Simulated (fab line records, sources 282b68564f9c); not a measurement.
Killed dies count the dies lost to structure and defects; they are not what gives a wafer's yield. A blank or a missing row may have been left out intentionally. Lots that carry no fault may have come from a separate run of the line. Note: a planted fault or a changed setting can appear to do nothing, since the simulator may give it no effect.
A lot that was struck, set against a sound lot || flow ritCmos || 16 steps out of a route of 202
Sound: these wafers, L771.1, L771.2, L771.4. Wafers L787.2, L787.4, L787.6 were the ones struck. The cause is named last.
Order at every step that has rows: each side's tool, ch and its chambers, its first start. Under that, the readings that differ: sound wafers || struck wafers || difference of the means || sigmas: that difference in standard deviations of wafers without a fault.
alike: readings with means less than 2 such deviations apart, plus words and numbers identical on both sides. not compared: withheld readings, readings lacking a value on some wafer, bounds such as >300 that could conceal the same value, and numbers that have no deviation in the record and whose values overlap.
The two part at a step that has a row with sigmas, a row that says differs or no value, or rows on one side only. Numbers that don't overlap but have no deviation are shown without sigmas and don't part them. Lack of a reading on every wafer of one side parts them only where that side has two or more wafers.

RIT_CONTACT_STRIP_12: strips in O2, time 180 s.
  sound on plasmaAsher-04 ch 0,1, day 4 03:38; struck on plasmaAsher-03 ch 0,1, day 7 13:54
  alike: drypumpMotorCurrentA
  not compared: rfHoursCounterH
RIT_CONTACT_CD_MEAS_90 targets a cd of 1000 nm.
  struck on cdSem-02, day 7 14:05; sound on cdSem-01, day 4 03:51
  alike: cdNm
then, 2 steps without rows for these wafers: RIT_CONTACT_CLEAN_13 (cleans in SC1, time 571.1 s); RIT_CONTACT_CLEAN_14 (cleans in SC2, time 600 s).
RIT_M1_SPUTTER_00: material Al, target thk 400 nm, time 500 s.
  struck on pvdSputter-03, day 7 14:32; sound on pvdSputter-03, day 4 04:19
  alike: throttleValvePct
RIT_M1_RS_MEAS_01: the measuring method here is four-point-probe.
  struck on filmMetro-01, day 7 14:52; sound on filmMetro-02, day 4 04:37
  alike: M1_AL_RS
RIT_M1_THK_MEAS_02: measures by xrf.
  struck on filmMetro-01, day 7 14:58; sound on filmMetro-02, day 4 04:44
  alike: M1_AL_THK
then, 5 steps without rows for these wafers: RIT_M1_HMDS_03 (prime time 60 s); RIT_M1_COAT_04 (resist thk 1300 nm); RIT_M1_SOFTBAKE_05 (time 60 s); RIT_M1_EXPOSE_06 (exposes mask M12, target cd 2600 nm); RIT_M1_PEB_07.
RIT_M1_DEVELOP_08: develop time 68 s.
  sound on lithoTrack-03 ch 0, day 4 05:00; struck on lithoTrack-03 ch 0, day 7 15:00
  alike: exhaustPa
RIT_M1_CD_MEAS_09 targets a cd of 2600 nm.
  struck on cdSem-02, day 7 15:56; sound on cdSem-01, day 4 05:48
{"reading": "cdNm (nm)", "sound": "2597.7 2597.6 2596.8", "struck": "- - -", "difference": "no value on the struck wafers", "sigmas": ""}
RIT_M1_OVL_MEAS_10:
  struck on overlay-02, day 7 16:02; sound on overlay-01, day 4 05:55
{"reading": "M1_OVL (nm)", "sound": "-0.7 -2.1 -0.8", "struck": "- - -", "difference": "no value on the struck wafers", "sigmas": ""}
then, 1 step without rows for these wafers: RIT_M1_HARDBAKE_11 (time 120 s).

WHERE THEY PART
At RIT_M1_CD_MEAS_09 first; at RIT_M1_OVL_MEAS_10 last (within this record only).

WHY: what the simulator had put in
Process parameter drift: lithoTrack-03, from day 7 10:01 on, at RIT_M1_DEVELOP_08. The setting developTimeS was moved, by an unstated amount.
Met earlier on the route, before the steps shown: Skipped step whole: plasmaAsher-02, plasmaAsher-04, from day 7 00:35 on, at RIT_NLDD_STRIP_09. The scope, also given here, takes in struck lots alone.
